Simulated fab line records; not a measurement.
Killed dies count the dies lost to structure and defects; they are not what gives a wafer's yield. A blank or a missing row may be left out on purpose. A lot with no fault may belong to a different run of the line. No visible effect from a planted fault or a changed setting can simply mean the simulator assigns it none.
fab line records	flow ritCmos
[record] lots = 7	wafers = 21	lastDay = 7
route steps=202 shown CONTACT@178 M1@184
lots that met no fault: taken from a fault-free run of the same line
startH: the number of hours between the record's first day and the start of the first shown wafer of the lot	waitH: hours since the lot's step before	" repeats the value in the row above	L1.1+2: a single row standing in for several wafers	- value missing, or start not given	* or withheld: withheld	< > ~ a bound
route shown NAME@n: NAME is a module with steps in the file, n the number in the route of the first one	usual: mean and standard deviation over wafers with no fault	same: alike in all rows	chamber/n: place in a boat	sites: readings site by site	_std_site: standard deviation across them	_edge_site: outer sites' mean less inner sites'	radiusMm: for every site, how far away it sits from the centre of the wafer	mask NAME#n: copy n	behind: the last tool/chamber to shape the wafer	hold: cause of the lot's hold/its duration in hours/its outcome	device: which transistor (n, p or np) failed to switch	end of line: the tests these same wafers got at the end of their route	for a step that has no rows: nothing shown but its recipe	killed: dies lost to structure and defects at the first sort, not the wafer's yield	map: a wafer's dies, x killed, . not, _ none there
set.NAME: the run value of the setting; set.NAME@STEP: its run value at that earlier step	model.NAME: the simulator's own value behind a step, which no gauge read
lots seen at some steps along the route; tables by step, rows by wafer
services: from which hour (startH, from the record's first day; less than 0 if before it) a tool's chamber was out of use, for how many hours, and why
[[steps]]
[step RIT_CONTACT_HARDBAKE_10]
[recipe] resist = NOVOLAK	tempC = 140	timeS = 60
[step RIT_CONTACT_ETCH_11]
[recipe] targetDepthA = 4800	overEtchFrac = 0.2	stopOn = TiSi2	chemistry = CHF3/CF4/Ar	target = SiO2	CHF3_flow_sccm = 50	cf4FlowSccm = 10	Ar_flow_sccm = 100	O2_flow_sccm = 5	pressureMtorr = 100	rfW = 200	timeS = 320
[usual] drypumpMotorCurrentA = 5.57/0.24	oesProductAu = 0.994/0.017	throttleValvePct = 8.81/0.13
lot.wafer	tool	chamber	startH	waitH	drypumpMotorCurrentA	oesProductAu	rfHoursCounterH	throttleValvePct
L984.1	rieDiel-04	0	77.40	0.1	5.77	1.006	137	8.66
L984.2	"	1	"	"	5.77	0.993	62	8.94
L984.6	"	3	"	"	5.54	1.015	-	8.70
L985.4	rieDiel-01	2	79.78	0.1	6.03	0.993	-	9.00
L985.5	"	1	"	"	5.40	1.017	-	8.66
L985.6	"	0	"	"	5.78	1.008	-	8.87
L992.1	rieDiel-01	1	118.65	0.1	5.41	1.019	117	8.66
L992.3	"	0	"	"	5.74	1.004	102	8.88
L992.4	"	2	"	"	6.06	0.997	93	8.99
L993.2	rieDiel-04	3	120.74	0.1	5.55	1.019	101	8.70
L993.4	"	1	"	"	5.77	0.997	63	8.95
L993.5	"	3	"	"	5.54	1.028	-	8.73
L995.1	rieDiel-01	3	129.65	0.1	4.97	0.968	9	8.90
L995.2	"	1	"	"	5.42	1.007	117	8.68
L995.6	"	3	"	"	4.96	0.964	-	8.91
L999.2	rieDiel-02	1	152.13	0.1	5.20	1.005	52	8.77
L999.3	"	0	"	"	5.62	0.989	24	8.85
L999.6	"	1	"	"	5.23	1.004	-	8.78
L103.1	rieDiel-04	3	168.58	0.1	5.54	1.017	103	8.71
L103.2	"	1	"	"	5.75	0.996	64	8.94
L103.3	"	0	"	"	5.78	1.000	140	8.67
[step RIT_CONTACT_STRIP_12]
[recipe] chemistry = O2	timeS = 180	resist = NOVOLAK	platenTempC = withheld	powerW = 500	pressureMtorr = 4000	o2FlowSccm = 4000
[usual] drypumpMotorCurrentA = 5.88/0.21	rfReflPowerW = 6.5/1.1
lot.wafer	tool	chamber	startH	waitH	drypumpMotorCurrentA	rfHoursCounterH	rfReflPowerW
L984.1	plasmaAsher-03	1	77.60	0.1	5.80	28	7.1
L984.2	"	0	"	"	6.05	28	4.6
L984.6	"	1	"	"	5.83	-	6.9
L985.4	plasmaAsher-03	0	79.94	0.1	6.07	-	5.3
L985.5	"	0	"	"	6.08	-	4.8
L985.6	"	1	"	"	5.79	-	7.0
L992.1	plasmaAsher-03	1	118.85	0.1	5.80	33	6.7
L992.3	"	0	"	"	6.05	-	4.9
L992.4	"	1	"	"	5.80	-	6.6
L993.2	plasmaAsher-02	0	120.93	0.1	5.84	48	6.4
L993.4	"	1	"	"	6.16	-	7.5
L993.5	"	0	"	"	5.85	-	6.2
L995.1	plasmaAsher-03	0	129.85	0.1	6.05	35	5.0
L995.2	"	1	"	"	5.79	35	7.0
L995.6	"	0	"	"	6.03	-	5.0
L999.2	plasmaAsher-02	1	152.32	0.1	6.12	52	7.5
L999.3	"	0	"	"	5.84	-	6.3
L999.6	"	1	"	"	6.19	-	7.4
L103.1	plasmaAsher-02	0	168.78	0.1	5.83	53	6.5
L103.2	"	1	"	"	6.20	53	7.6
L103.3	"	1	"	"	6.15	-	7.6
[step RIT_CONTACT_CD_MEAS_90]
[recipe] targetCdNm = 1000
[usual] cdNm = 999.9/2.1
lot.wafer	tool	chamber	startH	waitH	cdNm
L984.1	cdSem-01	-	77.77	0.1	1000.3
L984.2	"	-	"	"	1000.4
L984.6	"	-	"	"	997.9
L985.4	cdSem-01	-	80.11	0.1	1002.8
L985.5	"	-	"	"	1005.2
L985.6	"	-	"	"	1003.1
L992.1	cdSem-02	-	119.02	0.1	999.2
L992.3	"	-	"	"	1001.7
L992.4	"	-	"	"	1000.0
L993.2	cdSem-01	-	121.12	0.1	1000.9
L993.4	"	-	"	"	1002.3
L993.5	"	-	"	"	1000.7
L995.1	cdSem-02	-	130.02	0.1	999.1
L995.2	"	-	"	"	1001.6
L995.6	"	-	"	"	998.5
L999.2	cdSem-01	-	152.52	0.1	997.8
L999.3	"	-	"	"	995.6
L999.6	"	-	"	"	999.6
L103.1	cdSem-01	-	168.95	0.1	998.6
L103.2	"	-	"	"	1001.8
L103.3	"	-	"	"	1001.3
[step RIT_CONTACT_CLEAN_13]
[recipe] chemistry = SC1	mix = 3:3:50	timeS = 617.9	tempC = 75
[step RIT_CONTACT_CLEAN_14]
[recipe] chemistry = SC2	mix = 3:3:50	timeS = 600	tempC = 75	dry = n2Spin
[step RIT_M1_SPUTTER_00]
[recipe] material = Al	targetThkNm = 400	powerW = 2000	chamberPressurePa = 0.4	gas = Ar	timeS = 500	substrateTempC = 25
[usual] cathodeDcPowerW = 2000.0/0.38	throttleValvePct = 30.4/0.85
lot.wafer	tool	chamber	startH	waitH	cathodeDcPowerW	throttleValvePct
L984.1	pvdSputter-02	-	78.24	0.0	2000.2	31.0
L984.2	"	-	"	"	2000.7	31.7
L984.6	"	-	"	"	1999.7	30.5
L985.4	pvdSputter-04	-	80.52	0.0	1999.8	29.5
L985.5	"	-	"	"	2000.0	29.2
L985.6	"	-	"	"	1999.8	31.2
L992.1	pvdSputter-03	-	119.68	0.0	2000.7	32.1
L992.3	"	-	"	"	2000.7	29.4
L992.4	"	-	"	"	1999.8	31.0
L993.2	pvdSputter-02	-	121.75	0.0	2000.2	30.9
L993.4	"	-	"	"	1999.8	29.7
L993.5	"	-	"	"	1999.8	29.6
L995.1	pvdSputter-02	-	130.49	0.0	2000.3	29.5
L995.2	"	-	"	"	2000.1	30.5
L995.6	"	-	"	"	1999.5	30.4
L999.2	pvdSputter-02	-	152.97	0.0	2000.0	31.6
L999.3	"	-	"	"	1999.8	30.5
L999.6	"	-	"	"	1999.7	31.7
L103.1	pvdSputter-02	-	169.63	0.0	2000.4	29.8
L103.2	"	-	"	"	2000.3	31.0
L103.3	"	-	"	"	2000.0	31.6
[step RIT_M1_RS_MEAS_01]
[recipe] thkMeasGauge = four-point-probe	reads = Al_of_M1_SPUTTER_00
[usual] M1_AL_RS = 0.0734/0.00091
lot.wafer	tool	chamber	startH	waitH	M1_AL_RS[ohm/sq]
L984.1	filmMetro-01	-	78.54	0.1	0.0745
L984.2	"	-	"	"	0.0752
L984.6	"	-	"	"	0.0739
L985.4	filmMetro-02	-	80.88	0.2	0.0726
L985.5	"	-	"	"	0.0732
L985.6	"	-	"	"	0.0733
L992.1	filmMetro-01	-	119.98	0.1	0.0747
L992.3	"	-	"	"	0.0745
L992.4	"	-	"	"	0.0744
L993.2	filmMetro-02	-	122.06	0.2	0.0722
L993.4	"	-	"	"	0.0732
L993.5	"	-	"	"	0.0726
L995.1	filmMetro-03	-	130.79	0.1	0.0736
L995.2	"	-	"	"	0.0715
L995.6	"	-	"	"	0.0716
L999.2	filmMetro-01	-	153.28	0.2	0.0725
L999.3	"	-	"	"	0.0734
L999.6	"	-	"	"	0.0728
L103.1	filmMetro-03	-	169.93	0.1	0.0747
L103.2	"	-	"	"	0.0738
L103.3	"	-	"	"	0.0732
[step RIT_M1_THK_MEAS_02]
[recipe] thkMeasGauge = xrf	reads = Al_of_M1_SPUTTER_00
[usual] M1_AL_THK = 400/5.4
lot.wafer	tool	chamber	startH	waitH	M1_AL_THK[nm]
L984.1	filmMetro-01	-	78.66	0.1	395
L984.2	"	-	"	"	393
L984.6	"	-	"	"	400
L985.4	filmMetro-02	-	80.97	0.1	404
L985.5	"	-	"	"	400
L985.6	"	-	"	"	401
L992.1	filmMetro-01	-	120.10	0.1	395
L992.3	"	-	"	"	396
L992.4	"	-	"	"	395
L993.2	filmMetro-02	-	122.17	0.1	408
L993.4	"	-	"	"	401
L993.5	"	-	"	"	405
L995.1	filmMetro-03	-	130.91	0.1	401
L995.2	"	-	"	"	411
L995.6	"	-	"	"	410
L999.2	filmMetro-01	-	153.39	0.1	404
L999.3	"	-	"	"	402
L999.6	"	-	"	"	404
L103.1	filmMetro-03	-	170.05	0.1	390
L103.2	"	-	"	"	397
L103.3	"	-	"	"	403
[step RIT_M1_HMDS_03]
[recipe] primeTimeS = 60	primeTempC = 140
[step RIT_M1_COAT_04]
[recipe] resist = NOVOLAK	spinRpm = 2000	resistThkNm = 1300
[step RIT_M1_SOFTBAKE_05]
[recipe] resist = NOVOLAK	tempC = 90	timeS = 60
[step RIT_M1_EXPOSE_06]
[recipe] maskId = M12	na = 0.6	sourceShape = conventional	sigmaOuter = 0.5	targetCdNm = 2600	doseMj = 250
lot.wafer	tool	chamber	startH	waitH	mask	model.M1.overlayXNm
L984.1+2+6	ilineStepper-02	0	79.17	0.1	M12#0	0.01939
L985.4+5+6	ilineStepper-01	0	81.63	0.2	M12#0	2.075
L992.1+3+4	ilineStepper-01	0	120.61	0.1	M12#0	359.8
L993.2+4+5	ilineStepper-01	0	122.69	0.1	M12#0	360.4
L995.1+2+6	ilineStepper-01	0	131.54	0.2	M12#0	359.5
L999.2+3+6	ilineStepper-02	0	154.04	0.2	M12#0	-0.5841
L103.1+2+3	ilineStepper-02	0	170.68	0.2	M12#0	-0.6066
[step RIT_M1_PEB_07]
[recipe] resist = NOVOLAK	tempC = withheld	timeS = withheld
[step RIT_M1_DEVELOP_08]
[recipe] resist = NOVOLAK	developTimeS = 68	devTempC = 23
[step RIT_M1_CD_MEAS_09]
[recipe] targetCdNm = 2600
[usual] cdNm = 2600.3/2.1
lot.wafer	tool	chamber	startH	waitH	cdNm
L984.1	cdSem-01	-	79.60	-	2599.9
L984.2	"	-	"	"	2601.7
L984.6	"	-	"	"	2599.7
L985.4	cdSem-01	-	82.06	-	2601.6
L985.5	"	-	"	"	2601.2
L985.6	"	-	"	"	2601.1
L992.1	cdSem-02	-	121.04	-	2601.1
L992.3	"	-	"	"	2600.3
L992.4	"	-	"	"	2601.6
L993.2	cdSem-01	-	123.12	-	2596.5
L993.4	"	-	"	"	2597.2
L993.5	"	-	"	"	2597.9
L995.1	cdSem-01	-	131.97	-	2598.2
L995.2	"	-	"	"	2598.7
L995.6	"	-	"	"	2597.6
L999.2	cdSem-02	-	154.47	-	2598.8
L999.3	"	-	"	"	2600.1
L999.6	"	-	"	"	2598.2
L103.1	cdSem-01	-	171.11	-	2598.8
L103.2	"	-	"	"	2602.0
L103.3	"	-	"	"	2599.0
[step RIT_M1_OVL_MEAS_10]
[usual] M1_OVL = -0.9/1.5
lot.wafer	tool	chamber	startH	waitH	M1_OVL[nm]
L984.1	overlay-02	-	79.72	0.1	0.3
L984.2	"	-	"	"	-0.6
L984.6	"	-	"	"	-1.6
L985.4	overlay-02	-	82.14	0.1	1.3
L985.5	"	-	"	"	1.8
L985.6	"	-	"	"	1.1
L992.1	overlay-02	-	121.16	0.1	356.2
L992.3	"	-	"	"	358.3
L992.4	"	-	"	"	358.8
L993.2	overlay-02	-	123.23	0.1	357.2
L993.4	"	-	"	"	360.0
L993.5	"	-	"	"	358.6
L995.1	overlay-02	-	132.09	0.1	359.6
L995.2	"	-	"	"	359.9
L995.6	"	-	"	"	358.9
L999.2	overlay-02	-	154.57	0.1	-2.8
L999.3	"	-	"	"	-2.0
L999.6	"	-	"	"	-1.1
L103.1	overlay-01	-	171.23	0.1	-2.1
L103.2	"	-	"	"	1.9
L103.3	"	-	"	"	0.5
[step RIT_M1_HARDBAKE_11]
[recipe] resist = NOVOLAK	tempC = 140	timeS = 120
[step RIT_M1_PROBE_99]
[usual] defectLimitedYield = 97.2/0.95	killed_at_M0_to_M3 = 0.0/0.16	killedAtContacts = 0.0/0.2	killedAtFrontEnd = 7.2/2.5	killedDies = 7.3/2.5	killedOpen = 3.8/1.9	killedShort = 3.5/1.8
[same] grossDies = 264	killed_at_M4_up = 0	killedAtBackSide = 0	killedAtOther = 0
lot.wafer	tool	chamber	startH	waitH	defectLimitedYield[%]	killed_at_M0_to_M3	killedAtContacts	killedAtFrontEnd	killedDies	killedOpen	killedShort	model.etest.tester.sortNPass	model.etest.tester.sortYieldPct	model.etest.nmos_0p15.junctionLog10AUm	model.etest.nmosNarrow.offLog10AUm	model.etest.nmos_0p3.offLog10AUm	model.etest.gateEndArray.leakLog10AUm	model.etest.pmos_0p15.junctionLog10AUm	model.etest.contactDiodeArray.leakLog10A
L984.1	prober-02	-	82.26	0.1	97.3	0	0	7	7	4	3	257	97.35	-13.54	-13.18	-12.97	-12.72	-13.99	-9.37
L984.2	prober-02	-	82.31	0.1	99.2	0	0	2	2	2	0	262	99.24	-13.27	-13.05	-12.98	-12.87	-13.8	-9.213
L984.6	prober-02	-	82.51	0.2	97.7	0	0	6	6	2	4	258	97.73	-13.55	-13.21	-13.03	-12.85	-13.9	-9.296
L985.4	prober-02	-	84.81	0.2	98.9	0	0	3	3	3	0	261	98.86	-13.68	-13.22	-13.06	-12.88	-13.74	-9.495
L985.5	prober-02	-	84.86	0.2	97.3	0	0	7	7	4	3	257	97.35	-13.63	-13.34	-12.99	-12.84	-13.86	-9.473
L985.6	prober-02	-	84.91	0.2	98.1	0	0	5	5	4	1	259	98.11	-13.67	-13.23	-12.95	-12.62	-13.85	-9.265
L992.1	prober-02	-	123.70	0.1	96.6	0	0	9	9	6	3	31	11.74	-9.877	-9.877	-9.877	-9.745	-10.88	-6.638
L992.3	prober-02	-	123.80	0.2	97.7	0	0	6	6	4	2	44	16.67	-9.925	-9.925	-9.925	-9.783	-10.93	-6.537
L992.4	prober-02	-	123.85	0.2	98.1	0	0	5	5	2	3	84	31.82	-9.982	-9.982	-9.982	-9.728	-10.98	-6.72
L993.2	prober-01	-	125.81	0.1	98.5	0	0	4	4	3	1	0	0	-9.704	-9.704	-9.704	-9.484	-10.7	-6.568
L993.4	prober-01	-	125.91	0.2	97.7	0	0	6	6	2	4	0	0	-9.666	-9.666	-9.666	-9.559	-10.66	-6.326
L993.5	prober-01	-	125.96	0.2	97.3	0	0	7	7	3	4	33	12.5	-9.88	-9.88	-9.88	-9.701	-10.88	-6.631
L995.1	prober-01	-	134.63	0.1	98.9	0	0	3	3	1	2	0	0	-9.501	-9.501	-9.501	-9.376	-10.5	-6.144
L995.2	prober-01	-	134.68	0.1	97.3	0	0	7	7	6	1	5	1.894	-9.74	-9.74	-9.74	-9.549	-10.74	-6.287
L995.6	prober-01	-	134.88	0.2	97.3	0	0	7	7	4	3	23	8.712	-9.845	-9.845	-9.845	-9.67	-10.84	-6.655
L999.2	prober-01	-	157.16	0.1	97.3	1	1	5	7	3	4	257	97.35	-13.57	-13.32	-13.14	-12.88	-13.71	-9.576
L999.3	prober-01	-	157.21	0.2	96.6	0	0	9	9	5	4	255	96.59	-13.56	-13.29	-12.98	-12.85	-13.84	-9.344
L999.6	prober-01	-	157.36	0.2	97.0	0	0	8	8	2	6	256	96.97	-13.72	-13.32	-13.08	-12.87	-13.72	-9.492
L103.1	prober-01	-	173.80	0.1	98.5	0	0	4	4	3	1	260	98.48	-13.54	-13.14	-13.03	-12.82	-13.69	-9.342
L103.2	prober-01	-	173.85	0.1	95.5	0	0	12	12	7	5	252	95.45	-13.43	-13.18	-12.99	-12.85	-13.82	-9.341
L103.3	prober-01	-	173.90	0.2	95.5	0	0	12	12	3	9	252	95.45	-13.18	-13.2	-13.03	-12.81	-13.75	-9.494
// killed by level:class
L984.1 GATE:geometricParticle:open=3 GATE:geometricParticle:short=3 SPACER:geometricParticle:open=1
L984.2 GATE:geometricParticle:open=2
L984.6 GATE:geometricParticle:short=3 FOX1:geometricParticle:short=1 FOX1:geometricParticle:open=1 GATE:geometricParticle:open=1
L985.4 FOX1:geometricParticle:open=2 GATE:geometricParticle:open=1
L985.5 GATE:geometricParticle:open=2 FOX1:geometricParticle:open=1 FOX2:geometricParticle:short=1 REOX:geometricParticle:short=1 SILICIDE:geometricParticle:short=1 SILICIDE:geometricParticle:open=1
L985.6 FOX1:geometricParticle:open=2 GATE:geometricParticle:open=1 REOX:geometricParticle:open=1 SILICIDE:geometricParticle:short=1
L992.1 GATE:geometricParticle:short=3 FOX2:geometricParticle:open=2 GATE:geometricParticle:open=2 SILICIDE:geometricParticle:open=2
L992.3 REOX:geometricParticle:short=2 GATE:geometricParticle:open=1 REOX:geometricParticle:open=1 SPACER:geometricParticle:open=1 SILICIDE:geometricParticle:open=1
L992.4 GATE:geometricParticle:short=2 GATE:geometricParticle:open=1 REOX:geometricParticle:short=1 SPACER:geometricParticle:open=1
L993.2 GATE:geometricParticle:open=3 GATE:geometricParticle:short=1
L993.4 SILICIDE:geometricParticle:short=2 GATE:geometricParticle:open=1 GATE:geometricParticle:short=1 REOX:geometricParticle:short=1 SILICIDE:geometricParticle:open=1
L993.5 GATE:geometricParticle:short=2 SILICIDE:geometricParticle:short=2 GATE:geometricParticle:open=1 SPACER:geometricParticle:open=1 SILICIDE:geometricParticle:open=1
L995.1 GATE:geometricParticle:short=1 GATE:geometricParticle:open=1 SPACER:geometricParticle:short=1
L995.2 GATE:geometricParticle:open=4 FOX2:geometricParticle:open=1 GATE:geometricParticle:short=1 SILICIDE:geometricParticle:open=1
L995.6 FOX2:geometricParticle:open=1 FOX2:geometricParticle:short=1 GATE:geometricParticle:short=1 GATE:geometricParticle:open=1 REOX:geometricParticle:open=1 REOX:geometricParticle:short=1 SPACER:geometricParticle:open=1
L999.2 FOX1:geometricParticle:short=1 FOX2:geometricParticle:short=1 GATE:geometricParticle:open=1 GATE:geometricParticle:short=1 SILICIDE:geometricParticle:open=1 CONTACT:geometricParticle:open=1 M1:geometricParticle:short=1
L999.3 GATE:geometricParticle:short=3 GATE:geometricParticle:open=2 SILICIDE:geometricParticle:open=2 FOX1:geometricParticle:short=1 SPACER:geometricParticle:open=1
L999.6 GATE:geometricParticle:short=3 SILICIDE:geometricParticle:short=2 ACTIVE:geometricParticle:open=1 REOX:geometricParticle:short=1 SILICIDE:geometricParticle:open=1
L103.1 SPACER:geometricParticle:open=2 FOX2:geometricParticle:short=1 SILICIDE:geometricParticle:open=1
L103.2 SPACER:geometricParticle:open=3 GATE:geometricParticle:short=2 SPACER:geometricParticle:short=2 FOX1:geometricParticle:open=1 FOX1:geometricParticle:short=1 FOX2:geometricParticle:open=1 GATE:geometricParticle:open=1 REOX:geometricParticle:open=1
L103.3 GATE:geometricParticle:short=3 REOX:geometricParticle:short=2 SILICIDE:geometricParticle:short=2 FOX1:geometricParticle:short=1 GATE:geometricParticle:open=1 REOX:geometricParticle:open=1 SPACER:geometricParticle:open=1 SPACER:geometricParticle:short=1
[[services]]
tool	chamber	startH	hours	kind
rieDiel-01	-	70.58	2.8	pm
rieDiel-01	3	79.01	14.1	repair
plasmaAsher-02	-	79.75	1.5	repair
plasmaAsher-03	-	80.05	2.8	pm
ilineStepper-01	0	81.80	-	calibration
ilineStepper-02	-	141.08	2.1	pm
ilineStepper-02	-	143.16	-	consumableReplace:lamp
rieDiel-02	3	151.95	-	clean
rieDiel-02	3	151.95	20.6	scheduledDown
rieDiel-02	3	151.95	20.6	ventCycle
pvdSputter-03	-	163.70	2.1	repair
[[key]]
[firstSign] step = RIT_M1_OVL_MEAS_10	reading = M1_OVL	direction = up	sigmas = 99+	usual = -0.9	struck = 358.6
effect none on later readings
[modelEffect] step = RIT_M1_EXPOSE_06	value = M1.overlayXNm	without = -0.08692	struck = 359.9
[modelEffect] step = RIT_M1_PROBE_99	value = etest.tester.sortNPass	without = 258	struck = 24.44
metAt RIT_M1_EXPOSE_06
struckWafers L992.1,L992.3,L992.4,L993.2,L993.4,L993.5,L995.1,L995.2,L995.6
onsetBetween 81.63 120.61
[fault] kind = scannerMatchingOverlay	tool = ilineStepper-01	chamber = -	onsetH = 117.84	steps = RIT_M1_EXPOSE_06	offset = 360
